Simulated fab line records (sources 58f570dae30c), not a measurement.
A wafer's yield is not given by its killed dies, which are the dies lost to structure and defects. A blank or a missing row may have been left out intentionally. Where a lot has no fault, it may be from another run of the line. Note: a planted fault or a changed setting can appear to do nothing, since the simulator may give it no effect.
fab line records    flow berkeley-cmos170    part 2 of 2: steps 34 to 45 of 45
record: lots: 5  wafers: 15  last-day: 13
route steps=331 shown NWELL@30 PWELL@34 WELLDRIVE@55 ACTIVE@60
lots untouched by any fault: they come from a run of this same line in which no faults occurred
start-h: start of the lot's first displayed wafer, in hours after the record's first day    wait-h: hours from the lot's prior step to this one    " same as the row above    L1.1+2: a single row standing in for several wafers    - no value present, or no start provided    * or withheld: withheld    < > ~ a bound
route shown NAME@n: a module of which the file shows steps, and the number in the route of the first    usual: average and standard deviation across the fault-free wafers    same: alike in all rows    chamber/n: place in a boat    sites: readings site by site    _std_site: the values' standard deviation    _edge_site: inner sites' mean taken away from outer sites' mean    radius-mm: for every site, how far away it sits from the centre of the wafer    mask NAME#n: copy n    behind: the tool/chamber that last shaped the wafer    hold: why the lot was held/for how many hours/how that ended    device: the transistor (n, p or np) that didn't switch    end of line: the same wafers' tests at the end of the route    a step with no rows: only its recipe    killed: not the wafer's yield, but the dies lost to structure and defects at the first sort    map: dies across one wafer; x = killed, . = not, _ = none there
set.NAME: the setting as run; set.NAME@STEP: as run at that earlier step    model.NAME: the simulator's own value behind a step, which no gauge read
lots at some steps of the route; a table a step, a row a wafer
services: a tool's chamber out of use, with start hour (start-h, from the record's first day; less than 0 if before it), hours out, and reason
== steps ==
step: UCB170_ACTIVE_THK_MEAS_03
recipe: reads: SiO2_of_ACTIVE_OXIDATION_02
usual: ACTIVE_OXIDE_THK: 26.6/0.67
lot.wafer  tool           chamber  start-h  wait-h  ACTIVE_OXIDE_THK[nm]
L077.2     film-metro-03  -        109.53   0.0     26.5
L077.5     "              -        "        "       26.4
L077.6     "              -        "        "       26.1
L085.2     film-metro-03  -        126.18   0.0     27.0
L085.3     "              -        "        "       27.1
L085.5     "              -        "        "       27.6
L083.4     film-metro-03  -        135.98   0.0     28.5
L083.5     "              -        "        "       28.2
L083.6     "              -        "        "       28.1
L088.2     film-metro-03  -        158.97   0.0     26.4
L088.4     "              -        "        "       26.4
L088.5     "              -        "        "       26.0
L095.2     film-metro-03  -        187.56   0.1     27.1
L095.3     "              -        "        "       27.0
L095.5     "              -        "        "       26.6
step: UCB170_ACTIVE_ANNEAL_04
recipe: temp-c: 1000  time-s: 900  ambient: N2
usual: spike-tc-centre-C: 1001.8/1.1
lot.wafer  tool        chamber  start-h  wait-h  spike-tc-centre-C
L077.2     furnace-02  0        112.02   2.5     1000.3
L077.5     "           0        "        "       1000.8
L077.6     "           0        "        "       1002.1
L085.2     furnace-01  0        130.65   4.5     1001.9
L085.3     "           0        "        "       1000.1
L085.5     "           0        "        "       1001.7
L083.4     furnace-04  0        138.45   2.5     1003.2
L083.5     "           0        "        "       1002.6
L083.6     "           0        "        "       1004.0
L088.2     furnace-04  0        163.82   4.8     1003.0
L088.4     "           0        "        "       1002.3
L088.5     "           0        "        "       1002.3
L095.2     furnace-01  0        193.03   5.5     1002.8
L095.3     "           0        "        "       1002.4
L095.5     "           0        "        "       1001.6
step: UCB170_ACTIVE_CVD_05
recipe: material: Si3N4  target-thk-nm: 220  temp-c: 800  precursor: SiH2Cl2/NH3  time-s: 3300  pressure-mtorr: 200  sih2cl2-flow-sccm: 25  nh3-flow-sccm: 75
usual: spike-tc-centre-C: 802.8/1.5
lot.wafer  tool      chamber  start-h  wait-h  spike-tc-centre-C
L077.2     lpcvd-02  1        113.27   0.0     802.6
L077.5     "         1        "        "       801.6
L077.6     "         1        "        "       802.8
L085.2     lpcvd-02  1        131.90   0.0     801.9
L085.3     "         1        "        "       801.5
L085.5     "         1        "        "       800.6
L083.4     lpcvd-01  0        139.70   0.0     804.4
L083.5     "         0        "        "       805.6
L083.6     "         0        "        "       803.1
L088.2     lpcvd-02  0        165.22   0.1     802.3
L088.4     "         0        "        "       804.1
L088.5     "         0        "        "       803.6
L095.2     lpcvd-02  0        194.96   0.7     803.9
L095.3     "         0        "        "       802.8
L095.5     "         0        "        "       804.3
step: UCB170_ACTIVE_THK_MEAS_06
recipe: reads: Si3N4_of_ACTIVE_CVD_05
usual: ACTIVE_NITRIDE_THK: 220.7/1.9
lot.wafer  tool           chamber  start-h  wait-h  ACTIVE_NITRIDE_THK[nm]
L077.2     film-metro-04  -        115.19   0.0     219.9
L077.5     "              -        "        "       219.3
L077.6     "              -        "        "       219.6
L085.2     film-metro-03  -        133.82   0.0     220.3
L085.3     "              -        "        "       220.4
L085.5     "              -        "        "       218.8
L083.4     film-metro-01  -        141.65   0.0     218.6
L083.5     "              -        "        "       218.8
L083.6     "              -        "        "       219.0
L088.2     film-metro-04  -        167.15   0.0     218.6
L088.4     "              -        "        "       218.9
L088.5     "              -        "        "       217.9
L095.2     film-metro-04  -        196.95   0.1     223.5
L095.3     "              -        "        "       222.3
L095.5     "              -        "        "       220.7
step: UCB170_ACTIVE_HMDS_07
recipe: prime-time-s: 60  prime-temp-c: 100
lot.wafer   tool            chamber  start-h  wait-h
L077.2+5+6  litho-track-02  0        115.37   0.2
L085.2+3+5  litho-track-01  0        133.90   0.1
L083.4+5+6  litho-track-03  0        142.93   1.3
L088.2+4+5  litho-track-02  0        167.42   0.3
L095.2+3+5  litho-track-02  0        197.24   0.3
step: UCB170_ACTIVE_COAT_08
recipe: resist: KrF  spin-rpm: 1500  resist-thk-nm: 900
lot.wafer   tool            chamber  start-h  wait-h
L077.2+5+6  litho-track-02  0        115.52   0.1
L085.2+3+5  litho-track-01  0        134.05   0.1
L083.4+5+6  litho-track-03  0        143.08   0.1
L088.2+4+5  litho-track-02  0        167.57   0.1
L095.2+3+5  litho-track-02  0        197.39   0.1
step: UCB170_ACTIVE_SOFTBAKE_09
recipe: resist: KrF  temp-c: 130  time-s: 60
lot.wafer   tool            chamber  start-h  wait-h
L077.2+5+6  litho-track-02  0        115.67   0.1
L085.2+3+5  litho-track-01  0        134.20   0.1
L083.4+5+6  litho-track-03  0        143.23   0.1
L088.2+4+5  litho-track-02  0        167.72   0.1
L095.2+3+5  litho-track-02  0        197.54   0.1
step: UCB170_ACTIVE_EXPOSE_10
recipe: mask-id: ACTIVE  target-cd-nm: 1200  na: 0.5  sigma-outer: 0.6  source-shape: conventional  dose-mj: 20
usual: reticle-temp-C: 22.97/0.11
lot.wafer  tool            chamber  start-h  wait-h  mask      reticle-temp-C
L077.2     krf-scanner-01  0        115.82   0.1     ACTIVE#0  22.84
L077.5     "               0        "        "       ACTIVE#0  22.92
L077.6     "               0        "        "       ACTIVE#0  22.89
L085.2     krf-scanner-02  0        134.34   0.1     ACTIVE#0  22.89
L085.3     "               0        "        "       ACTIVE#0  22.96
L085.5     "               0        "        "       ACTIVE#0  23.14
L083.4     krf-scanner-02  0        143.58   0.3     ACTIVE#0  23.08
L083.5     "               0        "        "       ACTIVE#0  23.05
L083.6     "               0        "        "       ACTIVE#0  23.11
L088.2     krf-scanner-01  0        168.01   0.3     ACTIVE#0  23.09
L088.4     "               0        "        "       ACTIVE#0  23.08
L088.5     "               0        "        "       ACTIVE#0  23.09
L095.2     krf-scanner-02  0        198.02   0.5     ACTIVE#0  22.90
L095.3     "               0        "        "       ACTIVE#0  22.93
L095.5     "               0        "        "       ACTIVE#0  23.00
step: UCB170_ACTIVE_PEB_11
recipe: peb-temp-c: 130  peb-time-s: withheld  resist: KrF
lot.wafer   tool            chamber  start-h  wait-h
L077.2+5+6  litho-track-03  0        116.39   0.6
L085.2+3+5  litho-track-01  0        134.46   0.1
L083.4+5+6  litho-track-01  0        144.04   0.4
L088.2+4+5  litho-track-03  0        168.17   0.1
L095.2+3+5  litho-track-02  0        198.14   0.1
step: UCB170_ACTIVE_DEVELOP_12
recipe: developer: TMAH  develop-time-s: 45  resist: KrF  dev-temp-c: 21
same: develop-time-s: 45
lot.wafer   tool            chamber  start-h  wait-h
L077.2+5+6  litho-track-03  0        -        -
L085.2+3+5  litho-track-01  0        -        -
L083.4+5+6  litho-track-01  0        -        -
L088.2+4+5  litho-track-03  0        -        -
L095.2+3+5  litho-track-02  0        -        -
step: UCB170_ACTIVE_CD_MEAS_13
recipe: target-cd-nm: 1200
usual: cd-nm: 1200.0/1.6
lot.wafer  tool       chamber  start-h  wait-h  cd-nm
L077.2     cd-sem-01  -        116.66   -       1199.6
L077.5     "          -        "        "       1199.3
L077.6     "          -        "        "       1197.4
L085.2     cd-sem-01  -        134.73   -       1198.4
L085.3     "          -        "        "       1197.8
L085.5     "          -        "        "       1199.0
L083.4     cd-sem-01  -        144.30   -       1200.6
L083.5     "          -        "        "       1199.1
L083.6     "          -        "        "       1198.4
L088.2     cd-sem-01  -        168.44   -       1199.5
L088.4     "          -        "        "       1199.6
L088.5     "          -        "        "       1199.3
L095.2     cd-sem-02  -        198.41   -       1198.7
L095.3     "          -        "        "       1201.2
L095.5     "          -        "        "       1200.2
step: UCB170_ACTIVE_OVL_MEAS_14
usual: ACTIVE_OVL: 3/4.9
lot.wafer  tool        chamber  start-h  wait-h  ACTIVE_OVL[nm]
L077.2     overlay-01  -        116.77   0.1     5
L077.5     "           -        "        "       2
L077.6     "           -        "        "       4
L085.2     overlay-02  -        134.84   0.1     0
L085.3     "           -        "        "       2
L085.5     "           -        "        "       3
L083.4     overlay-02  -        144.38   0.1     4
L083.5     "           -        "        "       3
L083.6     "           -        "        "       2
L088.2     overlay-02  -        168.55   0.1     3
L088.4     "           -        "        "       5
L088.5     "           -        "        "       3
L095.2     overlay-01  -        198.52   0.1     7
L095.3     "           -        "        "       1
L095.5     "           -        "        "       5
== services ==
tool             chamber  start-h  hours  kind
krf-scanner-01   -        46.47    0.5    repair
lpcvd-01         -        55.05    0.7    repair
krf-scanner-02   -        67.29    3.7    repair
krf-scanner-02   -        80.22    1.0    pm
krf-scanner-02   -        81.51    0.8    pm
rie-diel-01      1        89.35    5.4    repair
plasma-asher-01  -        90.36    2.6    repair
furnace-02       -        91.65    2.7    pm
furnace-04       -        97.30    3.7    pm
furnace-04       -        98.25    10.2   repair
plasma-asher-01  -        101.35   2.2    repair
krf-scanner-02   -        105.02   1.5    pm
rie-diel-02      -        121.13   0.2    repair
krf-scanner-02   -        122.77   0.8    pm
plasma-asher-01  -        126.43   0.9    repair
furnace-02       -        145.97   3.3    pm
furnace-04       -        147.40   3.1    pm
rie-diel-01      -        150.19   0.2    repair
plasma-asher-02  -        156.06   2.1    repair
krf-scanner-01   -        158.54   0.8    pm
krf-scanner-01   -        172.31   1.0    pm
plasma-asher-02  -        179.65   28.1   pm
rie-diel-01      0        179.79   2.9    repair
rie-diel-01      3        187.65   1.7    repair
